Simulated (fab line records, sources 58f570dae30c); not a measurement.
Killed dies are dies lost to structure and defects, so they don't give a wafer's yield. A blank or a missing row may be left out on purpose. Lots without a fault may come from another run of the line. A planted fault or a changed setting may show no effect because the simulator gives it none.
Which tool did it? | flow berkeley_cmos170 | 14 lots, 42 wafers sampled, at 5 steps of a route of 331

WHAT THE GAUGES READ, wafer by wafer
UCB170_V2_BOW_MEAS_03. Usual: V2_BOW 35 um, standard deviation 7.5.
lot  | measured     | on            | V2_BOW (um) | flag
L107 | day 7 14:20  | film_metro-01 | 40 18 34    |
L109 | day 8 03:28  | film_metro-03 | 22 31 20    |
L110 | day 8 03:59  | film_metro-01 | 50 28 51    |
L112 | day 8 13:32  | film_metro-01 | 45 42 33    |
L111 | day 8 14:02  | film_metro-02 | 50 41 30    |
L113 | day 8 14:00  | film_metro-03 | 32 37 21    |
L114 | day 9 00:05  | film_metro-01 | 40 30 43    |
L115 | day 9 05:52  | film_metro-02 | 17 41 34    |
L117 | day 10 00:06 | film_metro-03 | 32 35 33    |
L119 | day 10 05:57 | film_metro-02 | 19 20 29    |
L120 | day 10 14:32 | film_metro-02 | 31 31 36    |
L123 | day 11 18:16 | film_metro-01 | 30 25 26    |
L126 | day 11 20:46 | film_metro-02 | 30 35 45    |
L125 | day 11 20:41 | film_metro-03 | 38 41 34    |

UCB170_V2_CD_MEAS_12: target cd 700 nm. Usual: cd_nm 699.7 nm, standard deviation 1.3.
lot  | measured     | on        | cd_nm (nm)        | flag
L107 | day 7 15:47  | cd_sem-02 | 699.9 699.7 701.8 |
L109 | day 8 04:59  | cd_sem-01 | 701.1 700.2 700.5 |
L110 | day 8 05:22  | cd_sem-01 | 699.7 700.3 700.2 |
L112 | day 8 15:01  | cd_sem-02 | 698.4 698.4 699.7 |
L111 | day 8 15:40  | cd_sem-01 | 697.8 699.6 698.0 |
L113 | day 8 15:35  | cd_sem-02 | 696.7 697.1 697.3 |
L114 | day 9 01:25  | cd_sem-02 | 701.2 700.8 701.7 |
L115 | day 9 07:04  | cd_sem-02 | 697.5 700.1 700.8 |
L117 | day 10 01:38 | cd_sem-01 | 698.1 698.9 698.7 |
L119 | day 10 07:44 | cd_sem-01 | 699.2 699.0 700.6 |
L120 | day 10 15:43 | cd_sem-02 | 700.5 701.2 699.9 |
L123 | day 11 20:32 | cd_sem-02 | 701.4 701.9 700.8 |
L126 | day 11 22:46 | cd_sem-02 | 706.4 709.2 704.2 | OFF
L125 | day 11 22:39 | cd_sem-02 | 702.2 705.1 710.2 | OFF

UCB170_M3_RS_MEAS_02: measures by four-point-probe. Usual: M3_AL_RS 0.0322 ohm/sq, standard deviation 0.0003.
lot  | measured     | on            | M3_AL_RS (ohm/sq)    | flag
L107 | day 7 16:29  | film_metro-02 | 0.0321 0.0317 0.0320 |
L109 | day 8 05:43  | film_metro-03 | 0.0323 0.0328 0.0327 |
L110 | day 8 06:04  | film_metro-04 | 0.0315 0.0311 0.0315 |
L112 | day 8 15:43  | film_metro-04 | 0.0323 0.0323 0.0323 |
L111 | day 8 16:23  | film_metro-04 | 0.0318 0.0324 0.0320 |
L113 | day 8 16:17  | film_metro-03 | 0.0325 0.0325 0.0321 |
L114 | day 9 02:07  | film_metro-02 | 0.0322 0.0318 0.0319 |
L115 | day 9 07:47  | film_metro-02 | 0.0321 0.0323 0.0322 |
L117 | day 10 02:20 | film_metro-03 | 0.0317 0.0319 0.0318 |
L119 | day 10 08:26 | film_metro-03 | 0.0318 0.0316 0.0321 |
L120 | day 10 16:26 | film_metro-02 | 0.0325 0.0329 0.0325 |
L123 | day 11 21:14 | film_metro-02 | 0.0317 0.0320 0.0317 |
L126 | day 11 23:28 | film_metro-03 | 0.0321 0.0323 0.0323 |
L125 | day 11 23:21 | film_metro-02 | 0.0322 0.0322 0.0322 |

WHICH TOOL RAN EACH LOT (tool, then ch and the chambers of the sampled wafers, then the start)
lot  | UCB170_M1_SPUTTER_00         | UCB170_V2_EXPOSE_09
L107 | pvd_sputter-03, day 7 01:43  | krf_scanner-01 ch 0, day 7 15:24
L109 | pvd_sputter-03, day 7 15:11  | krf_scanner-02 ch 0, day 8 04:36
L110 | pvd_sputter-01, day 7 16:49  | krf_scanner-02 ch 0, day 8 04:58
L112 | pvd_sputter-01, day 7 23:44  | krf_scanner-01 ch 0, day 8 14:28
L111 | pvd_sputter-04, day 8 03:49  | krf_scanner-02 ch 0, day 8 15:04
L113 | pvd_sputter-01, day 8 04:31  | krf_scanner-01 ch 0, day 8 14:50
L114 | pvd_sputter-03, day 8 05:55  | krf_scanner-01 ch 0, day 9 01:01
L115 | pvd_sputter-03, day 8 16:37  | krf_scanner-01 ch 0, day 9 06:41
L117 | pvd_sputter-03, day 9 11:25  | krf_scanner-02 ch 0, day 10 01:12
L119 | pvd_sputter-04, day 9 18:40  | krf_scanner-01 ch 0, day 10 07:08
L120 | pvd_sputter-01, day 10 02:14 | krf_scanner-01 ch 0, day 10 15:20
L123 | pvd_sputter-01, day 11 04:55 | krf_scanner-01 ch 0, day 11 19:32
L126 | pvd_sputter-04, day 11 07:00 | krf_scanner-01 ch 0, day 11 21:54
L125 | pvd_sputter-01, day 11 07:20 | krf_scanner-01 ch 0, day 11 21:46
- UCB170_M1_SPUTTER_00: material Al, target thk 600 nm, time 80 s.
- UCB170_V2_EXPOSE_09: exposes mask VIA2, target cd 700 nm.

WHAT THE TOOLS THEMSELVES READ (means of the sampled wafers that have a number; where no wafer has one, the mark that the record gives instead)
UCB170_M1_SPUTTER_00. Usual: throttle_valve_pct 30.2 %, standard deviation 0.75.
lot  | tool           | throttle_valve_pct (%) | flag
L107 | pvd_sputter-03 | 30.3                   |
L109 | pvd_sputter-03 | 30.5                   |
L110 | pvd_sputter-01 | 30.2                   |
L112 | pvd_sputter-01 | 30.2                   |
L111 | pvd_sputter-04 | 29.6                   |
L113 | pvd_sputter-01 | 30.7                   |
L114 | pvd_sputter-03 | 30.0                   |
L115 | pvd_sputter-03 | 30.0                   |
L117 | pvd_sputter-03 | 29.9                   |
L119 | pvd_sputter-04 | 29.4                   |
L120 | pvd_sputter-01 | 30.4                   |
L123 | pvd_sputter-01 | 30.6                   |
L126 | pvd_sputter-04 | 29.5                   |
L125 | pvd_sputter-01 | 29.8                   |

THE ANSWER, worked out from the rows above alone
Rule: a lot is off if the mean of its wafers that have a number lies more than 3 standard deviations from the usual mean. A lot without any number at a reading at which 4 lots or more have one is off too. The other lots that the step has rows for count as sound. The gauges are gone through in route order, then the tools' own readings, and for those a lot's mean is taken as printed above. The first step at which some lot is off is used, and at that step the reading that is off furthest; a lot without a number counts as furthest.
Off: L126, L125, at UCB170_V2_CD_MEAS_12 (cd_nm).
A tool fits if, at a process step before that reading, it ran every lot that is off, and no sound lot after the first of them. The gauges at UCB170_V2_CD_MEAS_12 are tried like those tools. Can't be told from this: 2 tools fit, krf_scanner-01 at UCB170_V2_EXPOSE_09, cd_sem-02 at UCB170_V2_CD_MEAS_12.

WHAT THE SIMULATOR HAD PUT IN
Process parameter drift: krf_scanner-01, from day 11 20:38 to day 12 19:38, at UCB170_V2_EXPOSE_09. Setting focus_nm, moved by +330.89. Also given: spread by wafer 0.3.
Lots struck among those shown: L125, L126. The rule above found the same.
